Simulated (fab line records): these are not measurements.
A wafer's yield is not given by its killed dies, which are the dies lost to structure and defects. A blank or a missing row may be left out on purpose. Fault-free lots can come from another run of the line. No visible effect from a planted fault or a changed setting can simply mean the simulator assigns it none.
What tool caused it?	flow berkeley cmos170	7 lots, 21 wafers sampled, at 2 steps of a route of 331

WHAT THE GAUGES READ, wafer by wafer
UCB170_PWELL_TW_MEAS_17.
lot	measured	on	PWELL_TW
L387	day 3 14:41	film metro-03	382 383 378
L392	day 4 20:03	film metro-04	378 376 379
L394	day 5 06:23	film metro-04	359 361 360 361 360 360
L396	day 5 15:24	film metro-03	378 380 379
L399	day 6 04:19	film metro-02	374 374 373
L404	day 7 10:14	film metro-04	378 378 377
L407	day 8 11:33	film metro-03	381 380 380

WHICH TOOL RAN EACH LOT (tool, then ch and the chambers of the sampled wafers, then the start)
lot	UCB170_PWELL_IMPLANT_15
L387	implanter-02 ch 0, day 3 14:26
L392	implanter-03 ch 0, day 4 19:49
L394	implanter-02 ch 0, day 5 06:08
L396	implanter-03 ch 0, day 5 15:09
L399	implanter-03 ch 0, day 6 04:04
L404	implanter-03 ch 0, day 7 10:00
L407	implanter-04 ch 0, day 8 11:20
- UCB170_PWELL_IMPLANT_15

THE ANSWER, worked out from the rows above alone
Rule: the lots themselves supply what counts as usual. The widest of any qualifying gaps counts: lots, ordered by their means at a reading, are off when they make up no more than a third of the lots, leave a main group of 4 or more, and stand apart from it by 3 or more times the standard deviation of that group's means. If all means in a main group match to the digits the tables above print for the reading, that group is not used. A lot without any number at a reading at which 4 lots or more have one is off too. Any other lot the step has rows for is counted as sound.
Off: L394, seen at UCB170_PWELL_TW_MEAS_17 (PWELL_TW). The main group: mean 378, standard deviation 2.4.
A tool fits if, at a process step before that reading, it ran every lot that is off, and no sound lot after the first of them. Gauges at UCB170_PWELL_TW_MEAS_17: tried the same way as those tools. One candidate fits, namely implanter-02 at UCB170_PWELL_IMPLANT_15. A fault onset in the window from L387 (day 3 14:26, its last sound lot) to L394 (day 5 06:08, its first lot off) fits.

WHAT WAS PUT IN BY THE SIMULATOR
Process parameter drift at UCB170_PWELL_IMPLANT_15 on implanter-02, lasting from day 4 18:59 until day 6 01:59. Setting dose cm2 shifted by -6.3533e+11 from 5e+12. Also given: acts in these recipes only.
Shown lots that were struck: L394. The same result came from the rule above.
